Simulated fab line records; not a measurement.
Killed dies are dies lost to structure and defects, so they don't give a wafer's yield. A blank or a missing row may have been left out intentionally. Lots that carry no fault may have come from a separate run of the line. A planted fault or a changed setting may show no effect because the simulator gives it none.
Which of the tools did it? :: flow berkeley-cmos170 :: 48 wafers from 16 lots sampled at 5 of the route's 331 steps

== WHAT THE GAUGES READ, wafer by wafer ==
UCB170_GATE_THK_MEAS_05.
lot: L167
measured: day 6 21:47
on: film-metro-03
GATE_POLY_THK (nm): 212.5 211.7 210.5

lot: L169
measured: day 7 12:15
on: film-metro-02
GATE_POLY_THK (nm): 211.2 210.8 209.4

lot: L171
measured: day 8 03:58
on: film-metro-02
GATE_POLY_THK (nm): 211.4 210.4 210.2

lot: L172
measured: day 8 03:59
on: film-metro-03
GATE_POLY_THK (nm): 214.3 213.5 212.5

lot: L170
measured: day 8 03:59
on: film-metro-04
GATE_POLY_THK (nm): 210.3 209.6 209.0

lot: L173
measured: day 8 12:30
on: film-metro-04
GATE_POLY_THK (nm): 209.8 210.8 209.9

lot: L174
measured: day 8 12:31
on: film-metro-03
GATE_POLY_THK (nm): 212.6 213.2 211.5

lot: L177
measured: day 8 17:30
on: film-metro-04
GATE_POLY_THK (nm): 215.0 213.9 215.8

lot: L176
measured: day 8 17:31
on: film-metro-03
GATE_POLY_THK (nm): 213.3 213.6 213.7

lot: L175
measured: day 8 17:34
on: film-metro-04
GATE_POLY_THK (nm): 213.2 214.6 214.4

lot: L180
measured: day 9 17:19
on: film-metro-04
GATE_POLY_THK (nm): 215.2 215.6 214.8

lot: L182
measured: day 10 11:59
on: film-metro-04
GATE_POLY_THK (nm): 215.1 216.3 216.5

lot: L185
measured: day 10 23:16
on: film-metro-02
GATE_POLY_THK (nm): 215.7 217.9 217.3

lot: L184
measured: day 10 23:17
on: film-metro-03
GATE_POLY_THK (nm): 214.7 215.6 214.6

lot: L187
measured: day 11 12:53
on: film-metro-04
GATE_POLY_THK (nm): 213.5 214.3 214.3

lot: L188
measured: day 11 17:37
on: film-metro-03
GATE_POLY_THK (nm): 217.6 217.6 217.4

UCB170_PLDD_OVL_MEAS_07.
lot: L167
measured: day 7 00:54
on: overlay-01
PLDD_OVL (nm): -6 1 2

lot: L169
measured: day 7 16:48
on: overlay-02
PLDD_OVL (nm): 3 4 6

lot: L171
measured: day 8 07:16
on: overlay-01
PLDD_OVL (nm): -1 -3 0

lot: L172
measured: day 8 07:49
on: overlay-02
PLDD_OVL (nm): 4 -2 3

lot: L170
measured: day 8 07:32
on: overlay-02
PLDD_OVL (nm): -5 -7 -5

lot: L173
measured: day 8 15:15
on: overlay-01
PLDD_OVL (nm): 2 2 -6

lot: L174
measured: day 8 15:38
on: overlay-02
PLDD_OVL (nm): 5 2 2

lot: L177
measured: day 8 21:46
on: overlay-02
PLDD_OVL (nm): -5 -8 -10

lot: L176
measured: day 8 21:44
on: overlay-01
PLDD_OVL (nm): 8 11 4

lot: L175
measured: day 8 22:03
on: overlay-01
PLDD_OVL (nm): -1 2 0

lot: L180
measured: day 9 21:57
on: overlay-01
PLDD_OVL (nm): 263 254 260

lot: L182
measured: day 10 14:37
on: overlay-02
PLDD_OVL (nm): 270 265 257

lot: L185
measured: day 11 02:19
on: overlay-02
PLDD_OVL (nm): 260 262 251

lot: L184
measured: day 11 02:22
on: overlay-01
PLDD_OVL (nm): 263 262 261

lot: L187
measured: day 11 18:20
on: overlay-02
PLDD_OVL (nm): -7 -6 -14

lot: L188
measured: day 11 21:33
on: overlay-02
PLDD_OVL (nm): -11 -4 -5

UCB170_NLDD_CD_MEAS_06 targets a cd of 1200 nm.
lot: L167
measured: day 7 02:40
on: cd-sem-01
cd-nm (nm): 1201.1 1201.7 1202.4

lot: L169
measured: day 7 18:37
on: cd-sem-02
cd-nm (nm): 1201.7 1200.9 1201.7

lot: L171
measured: day 8 09:14
on: cd-sem-01
cd-nm (nm): 1198.6 1201.1 1200.1

lot: L172
measured: day 8 09:55
on: cd-sem-02
cd-nm (nm): 1201.7 1200.5 1200.0

lot: L170
measured: day 8 09:32
on: cd-sem-02
cd-nm (nm): 1199.2 1199.3 1199.0

lot: L173
measured: day 8 17:32
on: cd-sem-01
cd-nm (nm): 1201.8 1199.8 1200.0

lot: L174
measured: day 8 17:52
on: cd-sem-02
cd-nm (nm): 1200.2 1200.8 1203.4

lot: L177
measured: day 8 23:57
on: cd-sem-02
cd-nm (nm): 1198.0 1198.1 1198.4

lot: L176
measured: day 8 23:46
on: cd-sem-01
cd-nm (nm): 1200.8 1200.8 1201.0

lot: L175
measured: day 9 00:01
on: cd-sem-01
cd-nm (nm): 1198.8 1199.5 1201.7

lot: L180
measured: day 9 23:39
on: cd-sem-01
cd-nm (nm): 1200.4 1200.6 1199.4

lot: L182
measured: day 10 16:08
on: cd-sem-02
cd-nm (nm): 1200.0 1201.0 1198.6

lot: L185
measured: day 11 04:22
on: cd-sem-02
cd-nm (nm): 1200.6 1200.6 1199.4

lot: L184
measured: day 11 04:40
on: cd-sem-01
cd-nm (nm): 1200.9 1200.4 1200.8

lot: L187
measured: day 11 20:18
on: cd-sem-01
cd-nm (nm): 1204.1 1204.6 1204.9

lot: L188
measured: day 11 23:47
on: cd-sem-02
cd-nm (nm): 1199.4 1198.3 1197.4

UCB170_SDANNEAL_RS_MEAS_05: uses a four-point probe to measure.
lot: L167
measured: day 7 16:29
on: film-metro-02
NLDD_RS (ohm/sq): 621.3 621.3 623.0

lot: L169
measured: day 8 07:04
on: film-metro-02
NLDD_RS (ohm/sq): 620.0 619.9 619.3

lot: L171
measured: day 8 20:31
on: film-metro-03
NLDD_RS (ohm/sq): 618.7 619.4 618.5

lot: L172
measured: day 8 21:25
on: film-metro-01
NLDD_RS (ohm/sq): 622.3 622.0 622.0

lot: L170
measured: day 8 22:05
on: film-metro-01
NLDD_RS (ohm/sq): 621.8 622.8 621.1

lot: L173
measured: day 9 08:56
on: film-metro-03
NLDD_RS (ohm/sq): 622.1 620.9 621.6

lot: L174
measured: day 9 09:01
on: film-metro-01
NLDD_RS (ohm/sq): 621.5 621.6 620.5

lot: L177
measured: day 9 09:36
on: film-metro-01
NLDD_RS (ohm/sq): 622.5 620.7 619.7

lot: L176
measured: day 9 09:37
on: film-metro-02
NLDD_RS (ohm/sq): 620.3 621.4 619.8

lot: L175
measured: day 9 10:41
on: film-metro-02
NLDD_RS (ohm/sq): 619.6 621.9 619.8

lot: L180
measured: day 10 13:08
on: film-metro-01
NLDD_RS (ohm/sq): 621.6 619.4 619.2

lot: L182
measured: day 11 06:53
on: film-metro-01
NLDD_RS (ohm/sq): 619.7 620.0 618.9

lot: L185
measured: day 11 21:01
on: film-metro-02
NLDD_RS (ohm/sq): 619.2 617.7 617.8

lot: L184
measured: day 11 20:40
on: film-metro-01
NLDD_RS (ohm/sq): 621.9 621.7 622.6

lot: L187
measured: day 12 08:08
on: film-metro-01
NLDD_RS (ohm/sq): 621.3 622.0 620.8

lot: L188
measured: day 12 08:48
on: film-metro-01
NLDD_RS (ohm/sq): 622.4 622.7 620.9

== TOOL THAT RAN EACH LOT (tool first, then ch and the chambers of the sampled wafers, then the start) ==
lot: L167
UCB170_PLDD_EXPOSE_03: krf-scanner-02 ch 0, day 7 00:16

lot: L169
UCB170_PLDD_EXPOSE_03: krf-scanner-02 ch 0, day 7 16:08

lot: L171
UCB170_PLDD_EXPOSE_03: krf-scanner-01 ch 0, day 8 06:43

lot: L172
UCB170_PLDD_EXPOSE_03: krf-scanner-01 ch 0, day 8 07:17

lot: L170
UCB170_PLDD_EXPOSE_03: krf-scanner-02 ch 0, day 8 06:59

lot: L173
UCB170_PLDD_EXPOSE_03: krf-scanner-02 ch 0, day 8 14:44

lot: L174
UCB170_PLDD_EXPOSE_03: krf-scanner-01 ch 0, day 8 15:09

lot: L177
UCB170_PLDD_EXPOSE_03: krf-scanner-02 ch 0, day 8 21:11

lot: L176
UCB170_PLDD_EXPOSE_03: krf-scanner-01 ch 0, day 8 20:51

lot: L175
UCB170_PLDD_EXPOSE_03: krf-scanner-01 ch 0, day 8 21:26

lot: L180
UCB170_PLDD_EXPOSE_03: krf-scanner-01 ch 0, day 9 21:27

lot: L182
UCB170_PLDD_EXPOSE_03: krf-scanner-01 ch 0, day 10 14:07

lot: L185
UCB170_PLDD_EXPOSE_03: krf-scanner-01 ch 0, day 11 01:23

lot: L184
UCB170_PLDD_EXPOSE_03: krf-scanner-01 ch 0, day 11 01:32

lot: L187
UCB170_PLDD_EXPOSE_03: krf-scanner-02 ch 0, day 11 17:38

lot: L188
UCB170_PLDD_EXPOSE_03: krf-scanner-02 ch 0, day 11 20:50
- UCB170_PLDD_EXPOSE_03: exposes mask PSELECT, target cd 1200 nm.

== WHAT THE TOOLS THEMSELVES READ (means of the sampled wafers that have a number; where no wafer has one, the mark that the record gives instead) ==
The record holds no such reading with a usual standard deviation.

== THE ANSWER, worked out from the rows above alone ==
Rule: the usual values come from the lots themselves. The widest of any qualifying gaps counts: lots, ordered by their means at a reading, are off when they make up no more than a third of the lots, leave a main group of 4 or more, and stand apart from it by 3 or more times the standard deviation of that group's means. Not used: any main group whose means are identical at the precision the tables above print for the reading. A lot without any number at a reading at which 4 lots or more have one is off too. All remaining lots with rows at the step are treated as sound. After the gauges, taken in route order, come the tools' own readings; for these a lot's mean is taken, as printed above. The first step at which some lot is off is used, and at that step the reading that is off furthest; a lot without a number counts as furthest.
Off: at UCB170_PLDD_OVL_MEAS_07 (PLDD_OVL), L180, L182, L185, L184. The main group: mean -1 nm, standard deviation 4.9.
A tool fits if, at a process step before that reading, it ran every lot that is off, and no sound lot after the first of them. Those tools and the gauges at UCB170_PLDD_OVL_MEAS_07 are tried in the same way. One fits: krf-scanner-01 at UCB170_PLDD_EXPOSE_03. Its last sound lot is L175 (day 8 21:26), its first lot that is off L180 (day 9 21:27): a fault that began between those two fits.

== WHAT HAD BEEN PUT IN BY THE SIMULATOR ==
Scanner matching overlay: krf-scanner-01, from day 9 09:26 on, at UCB170_PLDD_EXPOSE_03. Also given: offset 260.
Struck lots among those shown: L180, L182, L185, L184. The rule above reached the same finding.
